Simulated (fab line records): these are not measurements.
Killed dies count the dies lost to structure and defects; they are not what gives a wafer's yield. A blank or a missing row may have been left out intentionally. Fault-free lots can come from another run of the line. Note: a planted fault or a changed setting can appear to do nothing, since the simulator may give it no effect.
Split-lot experiment :: flow rit cmos :: 27 wafers read across 5 lots, on a route 202 steps long

== THE SPLIT ==
At RIT_M1_SPUTTER_00 (material Al, target thk 400 nm, time 500 s), the setting time s was moved away from the recipe's 500 s on 6 of the 27 wafers read, by -47.4% to -34.8%. This setting was run at the recipe's value on the other wafers.

== FROM THE SPLIT TO THE READING: what the file shows between them, 5 steps ==
- RIT_M1_RS_MEAS_01: measures by four-point-probe
- RIT_M1_THK_MEAS_02: measures by xrf
- RIT_M1_HMDS_03: prime time 60 s
- RIT_M1_COAT_04: resist thk 1300 nm
- RIT_M1_HARDBAKE_11: time 120 s

== THE READING ==
oes product au, in a.u., at RIT_M1_METAL_ETCH_12 (etches Al in Cl2/BCl3, stops on SiO2, time 165 s, target depth 600 nm). A value of 0.777 a.u. with a standard deviation of 0.014 a.u. is what fault-free wafers of this fab line usually give.

wafer: L076.1
tool, chamber at the split: pvd sputter-02, -
time s as run, s: 500
against the recipe: recipe
oes product au, a.u.: 0.773
against lot-mates on the recipe: -

wafer: L076.2
tool, chamber at the split: pvd sputter-02, -
time s as run, s: 500
against the recipe: recipe
oes product au, a.u.: 0.762
against lot-mates on the recipe: -

wafer: L076.3
tool, chamber at the split: pvd sputter-02, -
time s as run, s: 500
against the recipe: recipe
oes product au, a.u.: 0.771
against lot-mates on the recipe: -

wafer: L076.4
tool, chamber at the split: pvd sputter-02, -
time s as run, s: 500
against the recipe: recipe
oes product au, a.u.: 0.765
against lot-mates on the recipe: -

wafer: L076.5
tool, chamber at the split: pvd sputter-02, -
time s as run, s: 500
against the recipe: recipe
oes product au, a.u.: 0.773
against lot-mates on the recipe: -

wafer: L076.6
tool, chamber at the split: pvd sputter-02, -
time s as run, s: 500
against the recipe: recipe
oes product au, a.u.: 0.765
against lot-mates on the recipe: -

wafer: L079.1
tool, chamber at the split: pvd sputter-01, -
time s as run, s: 500
against the recipe: recipe
oes product au, a.u.: 0.779
against lot-mates on the recipe: -

wafer: L079.2
tool, chamber at the split: pvd sputter-01, -
time s as run, s: 500
against the recipe: recipe
oes product au, a.u.: 0.764
against lot-mates on the recipe: -

wafer: L079.3
tool, chamber at the split: pvd sputter-01, -
time s as run, s: 326
against the recipe: -34.8%
oes product au, a.u.: 0.609
against lot-mates on the recipe: -0.163

wafer: L079.4
tool, chamber at the split: pvd sputter-01, -
time s as run, s: 326
against the recipe: -34.8%
oes product au, a.u.: 0.628
against lot-mates on the recipe: -0.144

wafer: L079.5
tool, chamber at the split: pvd sputter-01, -
time s as run, s: 500
against the recipe: recipe
oes product au, a.u.: 0.772
against lot-mates on the recipe: -

wafer: L079.6
tool, chamber at the split: pvd sputter-01, -
time s as run, s: 326
against the recipe: -34.8%
oes product au, a.u.: 0.615
against lot-mates on the recipe: -0.157

wafer: L082.1
tool, chamber at the split: pvd sputter-02, -
time s as run, s: 500
against the recipe: recipe
oes product au, a.u.: 0.759
against lot-mates on the recipe: -

wafer: L082.2
tool, chamber at the split: pvd sputter-02, -
time s as run, s: 500
against the recipe: recipe
oes product au, a.u.: 0.764
against lot-mates on the recipe: -

wafer: L082.3
tool, chamber at the split: pvd sputter-02, -
time s as run, s: 500
against the recipe: recipe
oes product au, a.u.: 0.761
against lot-mates on the recipe: -

wafer: L082.4
tool, chamber at the split: pvd sputter-02, -
time s as run, s: 500
against the recipe: recipe
oes product au, a.u.: 0.766
against lot-mates on the recipe: -

wafer: L082.5
tool, chamber at the split: pvd sputter-02, -
time s as run, s: 500
against the recipe: recipe
oes product au, a.u.: 0.761
against lot-mates on the recipe: -

wafer: L082.6
tool, chamber at the split: pvd sputter-02, -
time s as run, s: 500
against the recipe: recipe
oes product au, a.u.: 0.763
against lot-mates on the recipe: -

wafer: L083.1
tool, chamber at the split: pvd sputter-01, -
time s as run, s: 500
against the recipe: recipe
oes product au, a.u.: 0.775
against lot-mates on the recipe: -

wafer: L083.3
tool, chamber at the split: pvd sputter-01, -
time s as run, s: 500
against the recipe: recipe
oes product au, a.u.: 0.800
against lot-mates on the recipe: -

wafer: L083.4
tool, chamber at the split: pvd sputter-01, -
time s as run, s: 500
against the recipe: recipe
oes product au, a.u.: 0.775
against lot-mates on the recipe: -

wafer: L085.1
tool, chamber at the split: pvd sputter-01, -
time s as run, s: 500
against the recipe: recipe
oes product au, a.u.: 0.774
against lot-mates on the recipe: -

wafer: L085.2
tool, chamber at the split: pvd sputter-01, -
time s as run, s: 263
against the recipe: -47.4%
oes product au, a.u.: 0.549
against lot-mates on the recipe: -0.216

wafer: L085.3
tool, chamber at the split: pvd sputter-01, -
time s as run, s: 263
against the recipe: -47.4%
oes product au, a.u.: 0.555
against lot-mates on the recipe: -0.210

wafer: L085.4
tool, chamber at the split: pvd sputter-01, -
time s as run, s: 263
against the recipe: -47.4%
oes product au, a.u.: 0.549
against lot-mates on the recipe: -0.216

wafer: L085.5
tool, chamber at the split: pvd sputter-01, -
time s as run, s: 500
against the recipe: recipe
oes product au, a.u.: 0.763
against lot-mates on the recipe: -

wafer: L085.6
tool, chamber at the split: pvd sputter-01, -
time s as run, s: 500
against the recipe: recipe
oes product au, a.u.: 0.758
against lot-mates on the recipe: -

FIT RESULTS
A straight line over all 27 wafers: oes product au changes by +0.00451 a.u. for each +1% of time s; r = +0.99; the points scatter about the line by 0.0092 a.u.
The same after taking each lot's own level away (the mean of its wafers on the recipe; 27 wafers): +0.00449 a.u. for each +1%; r = +1.00; scatter 0.0064 a.u.
That fit puts the effect of the largest move of time s on the reading at 0.21 a.u.
The span of the lots' own levels, 0.7623 to 0.7833 a.u., comes to 1.5 times the standard deviation stated above.
The two slopes agree, so the slope changes little with the lot-to-lot level.
Check: with one of the wafers moved furthest among these (-47.4%) left out of the fit, the line predicts -0.212 a.u. for it against its lot-mates. It came out at -0.216 a.u. against them.

== THE WHOLE CHAIN: every reading that the file lists as answering this split, in the file's order ==
step: RIT_M1_SPUTTER_00
what it does: material Al, target thk 400 nm, time 500 s
reading: Al_of_M1_SPUTTER_00.thk nm (the simulator's own value, which no gauge read)
change (the file's fit): +4.03 nm for each +1% of the setting
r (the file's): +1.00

step: RIT_M1_RS_MEAS_01
what it does: measures by four-point-probe
reading: M1_AL_RS
change (the file's fit): -0.00141 for each +1% of the setting
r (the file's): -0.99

step: RIT_M1_THK_MEAS_02
what it does: measures by xrf
reading: M1_AL_THK
change (the file's fit): +4.02 for each +1% of the setting
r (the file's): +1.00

step: RIT_M1_METAL_ETCH_12
what it does: etches Al in Cl2/BCl3, stops on SiO2, time 165 s, target depth 600 nm
reading: oes product au
change (the file's fit): +0.00448 a.u. for each +1% of the setting
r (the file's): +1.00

== FILE'S OWN FIT ==
oes product au changes by +0.00448 a.u. for each +1% of time s, r = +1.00.
